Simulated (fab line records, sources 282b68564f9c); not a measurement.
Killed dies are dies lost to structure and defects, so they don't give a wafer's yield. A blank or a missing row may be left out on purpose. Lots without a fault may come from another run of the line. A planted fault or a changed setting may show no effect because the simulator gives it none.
Chamber matching | flow rit_cmos | RIT_GATE_ETCH_19 on rie_si-02: 4 sister chambers
The step etches poly-Si in SF6/CHF3/O2, stops on SiO2, time 165 s, target depth 312.5 nm. 14 wafers are shown with their chamber, then 7 later ones without.

WAFERS WITH THEIR CHAMBER
wafer  | chamber | drypump_motor_current_A (A) | throttle_valve_pct (%) | oes_product_au (a.u.)
L693.1 | 1       | 6.0                         | 10.13                  | 0.841
L693.2 | 2       | 5.3                         | 9.95                   | 0.855
L693.6 | 0       | 5.0                         | 10.41                  | 0.846
L696.1 | 2       | 5.2                         | 9.94                   | 0.864
L696.5 | 2       | 5.2                         | 9.97                   | 0.866
L696.6 | 0       | 5.0                         | 10.41                  | 0.860
L698.2 | 0       | 5.0                         | 10.40                  | 0.860
L698.3 | 2       | 5.2                         | 9.95                   | 0.866
L698.5 | 0       | 5.0                         | 10.39                  | 0.858
L700.2 | 3       | 6.4                         | 10.51                  | 0.840
L700.5 | 0       | 5.0                         | 10.41                  | 0.846
L700.6 | 1       | 6.0                         | 10.12                  | 0.843
L702.3 | 2       | 5.2                         | 9.94                   | 0.855
L702.4 | 0       | 5.0                         | 10.40                  | 0.853

SIGNATURES (means of the wafers above)
reading                 | chamber 0 | chamber 1 | chamber 2 | chamber 3 | scatter within a chamber
drypump_motor_current_A | 5.000     | 6.000     | 5.220     | 6.400     | 0.0283
throttle_valve_pct      | 10.4033   | 10.1250   | 9.9500    | 10.5100   | 0.00992
oes_product_au          | 0.85383   | 0.84200   | 0.86120   | 0.84000   | 0.00591
Rule: a wafer's distance from a chamber is the root of the sum, over the readings, of the square of ((its reading less the chamber's mean) divided by the reading's scatter). The wafer belongs to the nearest chamber; if the next one is less than 2 further off, it can't be placed. The scatter: the root of (the sum of the squares of (reading less its chamber's mean) over the shown wafers, divided by (wafers less chambers)).

WAFERS WITHOUT THEIR CHAMBER
wafer  | drypump_motor_current_A (A) | throttle_valve_pct (%) | oes_product_au (a.u.)
L702.6 | 6.4                         | 10.50                  | 0.840
L704.1 | 5.0                         | 10.39                  | 0.855
L704.3 | 6.4                         | 10.51                  | 0.844
L704.6 | 6.4                         | 10.49                  | 0.846
L708.3 | 6.0                         | 10.13                  | 0.836
L708.4 | 6.4                         | 10.51                  | 0.836
L708.6 | 6.0                         | 10.11                  | 0.839

WHICH CHAMBER EACH WENT THROUGH
wafer  | from the rows above | in truth
L702.6 | 3                   | 3
L704.1 | 0                   | 0
L704.3 | 3                   | 3
L704.6 | 3                   | 3
L708.3 | 1                   | 1
L708.4 | 3                   | 3
L708.6 | 1                   | 1
Placed correctly: 7 of 7. Can't be placed from these rows: 0. Placed wrongly: 0.
